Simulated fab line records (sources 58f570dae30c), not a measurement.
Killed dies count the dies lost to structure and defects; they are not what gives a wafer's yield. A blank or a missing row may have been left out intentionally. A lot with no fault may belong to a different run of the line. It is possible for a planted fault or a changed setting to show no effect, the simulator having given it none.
Which tool was responsible?	flow berkeley cmos170	Sampling: 14 lots, 42 wafers, 4 of 331 route steps

## WHAT THE GAUGES SHOWED, per wafer
UCB170_PSD_TW_MEAS_10. Usual: for PSD_TW the level is 2316 and the standard deviation is 22.
lot	measured	on	PSD_TW	flag
L944	day 6 12:20	film metro-03	2307 2299 2323	
L943	day 6 12:44	film metro-04	2330 2326 2327	
L945	day 6 17:16	film metro-01	2335 2325 2317	
L946	day 6 17:31	film metro-01	2315 2322 2320	
L948	day 7 04:26	film metro-03	2298 2299 2311	
L952	day 8 02:08	film metro-03	2057 2058 2065	OFF
L954	day 8 11:47	film metro-01	2066 2078 2081	OFF
L959	day 9 16:02	film metro-01	2326 2334 2318	
L958	day 9 16:16	film metro-04	2347 2343 2351	
L960	day 9 20:01	film metro-03	2311 2303 2308	
L962	day 10 15:55	film metro-04	2347 2358 2338	
L963	day 10 15:59	film metro-03	2291 2294 2315	
L964	day 10 19:07	film metro-03	2306 2307 2305	
L966	day 11 12:32	film metro-03	2293 2306 2301	

UCB170_SDANNEAL_RS_MEAS_02: the measuring method here is four-point-probe. Usual: for PSD_RS the level is 75.5 ohm/sq and the standard deviation is 0.31.
lot	measured	on	PSD_RS (ohm/sq)	flag
L944	day 6 17:40	film metro-01	75.2 75.5 75.0	
L943	day 6 18:02	film metro-04	75.9 75.7 75.6	
L945	day 6 20:13	film metro-01	75.4 75.3 75.3	
L946	day 6 20:58	film metro-04	76.3 76.1 76.2	
L948	day 7 07:38	film metro-03	75.7 75.8 75.6	
L952	day 8 05:22	film metro-03	96.2 96.6 96.3	OFF
L954	day 8 15:13	film metro-03	96.7 96.5 96.3	OFF
L959	day 9 19:20	film metro-04	75.2 75.4 75.5	
L958	day 9 19:58	film metro-04	75.7 75.5 75.5	
L960	day 9 22:43	film metro-01	75.5 75.5 75.3	
L962	day 10 18:44	film metro-01	75.2 75.7 75.4	
L963	day 10 19:14	film metro-01	75.3 75.5 75.4	
L964	day 10 22:43	film metro-03	75.5 75.3 75.8	
L966	day 11 15:32	film metro-04	75.7 75.4 75.5	

## EACH LOT AND THE TOOL THAT RAN IT (in order: tool; ch and the chambers of the sampled wafers; start)
lot	UCB170_PSD_IMPLANT_08	UCB170_PSD_STRIP_09
L944	implanter-02 ch 0, day 6 12:07	plasma asher-03 ch 0,1, day 6 12:14
L943	implanter-01 ch 0, day 6 12:20	plasma asher-01 ch 0,1, day 6 12:38
L945	implanter-04 ch 0, day 6 17:01	plasma asher-01 ch 0,1, day 6 17:10
L946	implanter-04 ch 0, day 6 17:16	plasma asher-01 ch 0,1, day 6 17:25
L948	implanter-01 ch 0, day 7 04:02	plasma asher-02 ch 1, day 7 04:20
L952	implanter-04 ch 0, day 8 01:55	plasma asher-03 ch 0,1, day 8 02:02
L954	implanter-04 ch 0, day 8 11:32	plasma asher-01 ch 0,1, day 8 11:41
L959	implanter-01 ch 0, day 9 15:47	plasma asher-01 ch 0,1, day 9 15:55
L958	implanter-01 ch 0, day 9 16:02	plasma asher-03 ch 0,1, day 9 16:09
L960	implanter-01 ch 0, day 9 19:46	plasma asher-02 ch 0,1, day 9 19:55
L962	implanter-02 ch 0, day 10 15:41	plasma asher-03 ch 0,1, day 10 15:49
L963	implanter-01 ch 0, day 10 15:44	plasma asher-01 ch 0,1, day 10 15:53
L964	implanter-01 ch 0, day 10 18:52	plasma asher-02 ch 0,1, day 10 19:01
L966	implanter-01 ch 0, day 11 12:17	plasma asher-02 ch 0,1, day 11 12:25
- UCB170_PSD_IMPLANT_08
- UCB170_PSD_STRIP_09: strips in O2.

## AS READ BY THE TOOLS THEMSELVES (means over the sampled wafers that have a number; for cases with no such wafer, the mark the record gives instead)
UCB170_PSD_IMPLANT_08. Usual: dose ions cm2 3e+15, standard deviation 3.3e+12; end station pressure torr 1.24e-05 Torr, standard deviation 6.2e-07; faraday current uA 9212, standard deviation 210.
lot	tool	dose ions cm2	end station pressure torr (Torr)	faraday current uA	flag
L944	implanter-02	3e+15	1.30e-05	9163	
L943	implanter-01	3e+15	1.31e-05	9295	
L945	implanter-04	3e+15	1.22e-05	9216	
L946	implanter-04	3e+15	1.24e-05	9210	
L948	implanter-01	3e+15	1.20e-05	9159	
L952	implanter-04	2e+15	1.04e-05	6562	OFF
L954	implanter-04	2e+15	1.03e-05	6557	OFF
L959	implanter-01	3e+15	1.25e-05	9168	
L958	implanter-01	3e+15	1.23e-05	9387	
L960	implanter-01	3e+15	1.18e-05	9301	
L962	implanter-02	3e+15	1.27e-05	8912	
L963	implanter-01	3e+15	1.27e-05	9461	
L964	implanter-01	3e+15	1.27e-05	9186	
L966	implanter-01	3e+15	1.24e-05	9392	

UCB170_PSD_STRIP_09. Usual: drypump motor current A 5.56 A, standard deviation 0.17; o2 flow sccm 399.8 sccm, standard deviation 1.2; oes product au 0.601 a.u., standard deviation 0.0042; strip time to endpoint s 29.44 s, standard deviation 0.077.
lot	tool	drypump motor current A (A)	o2 flow sccm (sccm)	oes product au (a.u.)	strip time to endpoint s (s)	flag
L944	plasma asher-03	5.59	400.7	0.597	29.41	
L943	plasma asher-01	5.61	401.1	0.602	29.44	
L945	plasma asher-01	5.66	399.3	0.600	29.47	
L946	plasma asher-01	5.64	398.9	0.603	29.42	
L948	plasma asher-02	5.17	400.7	0.599	29.45	
L952	plasma asher-03	5.58	399.3	0.656	25.82	OFF
L954	plasma asher-01	5.65	399.9	0.656	25.69	OFF
L959	plasma asher-01	5.63	400.1	0.595	29.54	
L958	plasma asher-03	5.58	400.5	0.600	29.35	
L960	plasma asher-02	5.35	399.6	0.600	29.48	
L962	plasma asher-03	5.58	399.4	0.605	29.47	
L963	plasma asher-01	5.61	399.0	0.597	29.48	
L964	plasma asher-02	5.34	399.0	0.598	29.39	
L966	plasma asher-02	5.35	399.9	0.603	29.44	

## THE ANSWER, worked out from the rows above alone
Rule: lot off if the mean of its wafers having a number is beyond 3 standard deviations from the usual mean. A lot without any number at a reading at which 4 lots or more have one is off too. Where the step has rows for the other lots, those lots are counted as sound. Order of review: gauges by route order, followed by the tools' own readings, for which a lot's mean as printed above is used. At the first step where some lot is off, the reading lying furthest off is the one used; lots without a number count as furthest.
Off: L952, L954, at UCB170_PSD_TW_MEAS_10 (PSD_TW).
A tool fits if, at a process step before that reading, it ran every lot that is off, and no sound lot after the first of them. Not tried: the gauges at UCB170_PSD_TW_MEAS_10; whatever is off there is also off at UCB170_PSD_IMPLANT_08, on other tools, and gauge error can't account for it. One fits: UCB170_PSD_IMPLANT_08 on implanter-04. Its last sound lot is L946 (day 6 17:16), its first lot that is off L952 (day 8 01:55): a fault that began between those two fits.
The tool's own readings at UCB170_PSD_IMPLANT_08 bear it out: on the lots that are off they differ by more than 5 times the standard deviation of the sound lots' means. dose ions cm2 reads 2e+15 there against 3e+15 on the sound lots; end station pressure torr reads 1.04e-05 Torr there against 1.25e-05 Torr on the sound lots; faraday current uA reads 6560 there against 9238 on the sound lots.

## WHAT WAS PUT IN BY THE SIMULATOR
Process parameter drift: implanter-04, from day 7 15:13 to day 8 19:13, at UCB170_PSD_IMPLANT_08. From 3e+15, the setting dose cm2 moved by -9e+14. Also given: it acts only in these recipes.
Struck lots among those shown: L952, L954. The rule above reached the same finding.
